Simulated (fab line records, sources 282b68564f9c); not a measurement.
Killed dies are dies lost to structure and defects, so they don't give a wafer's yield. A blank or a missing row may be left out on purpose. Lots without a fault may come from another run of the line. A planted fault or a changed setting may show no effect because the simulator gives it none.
Which tool did it? | flow rit_cmos | 7 lots, 21 wafers sampled, at 2 steps of a route of 202

WHAT THE GAUGES READ, wafer by wafer
RIT_ACTIVE_THK_MEAS_04.
lot  | measured    | on            | ACTIVE_NITRIDE_THK (nm)
L197 | day 1 18:58 | film_metro-02 | 150.1 151.3 150.6
L201 | day 2 15:22 | film_metro-01 | 149.2 149.9 148.6
L204 | day 3 06:15 | film_metro-03 | 151.3 150.9 150.7
L207 | day 3 22:49 | film_metro-02 | 299.3 298.7 297.5
L209 | day 4 06:44 | film_metro-02 | 151.5 149.3 150.0
L214 | day 5 10:11 | film_metro-03 | 147.5 147.8 149.4
L218 | day 6 05:22 | film_metro-02 | 151.7 152.1 151.8

WHICH TOOL RAN EACH LOT (tool, then ch and the chambers of the sampled wafers, then the start)
lot  | RIT_ACTIVE_CVD_03
L197 | lpcvd-01 ch 1, day 1 17:31
L201 | lpcvd-01 ch 1, day 2 13:56
L204 | lpcvd-02 ch 0, day 3 04:49
L207 | lpcvd-02 ch 1, day 3 19:49
L209 | lpcvd-02 ch 0, day 4 05:19
L214 | lpcvd-02 ch 0, day 5 08:46
L218 | lpcvd-02 ch 0, day 6 03:55
- RIT_ACTIVE_CVD_03: deposits Si3N4 from SiH2Cl2/NH3, target thk 150 nm, time 1500 s.

THE ANSWER, worked out from the rows above alone
Rule: what is usual is taken from the lots themselves. Put in order of their means at a reading, lots are off if they are a third of the lots or fewer, leave a main group of 4 or more, and stand apart from it by a gap of 3 or more times the standard deviation of the main group's means; of several such gaps the widest counts. A main group whose means are all the same, to the digits that the tables above print for the reading, isn't used. A lot without any number at a reading at which 4 lots or more have one is off too. The other lots that the step has rows for count as sound.
Off: L207, at RIT_ACTIVE_THK_MEAS_04 (ACTIVE_NITRIDE_THK). The main group: mean 150.2 nm, standard deviation 1.2.
A tool fits if, at a process step before that reading, it ran every lot that is off, and no sound lot after the first of them. The gauges at RIT_ACTIVE_THK_MEAS_04 are tried like those tools. None of those tried fits.

WHAT THE SIMULATOR HAD PUT IN
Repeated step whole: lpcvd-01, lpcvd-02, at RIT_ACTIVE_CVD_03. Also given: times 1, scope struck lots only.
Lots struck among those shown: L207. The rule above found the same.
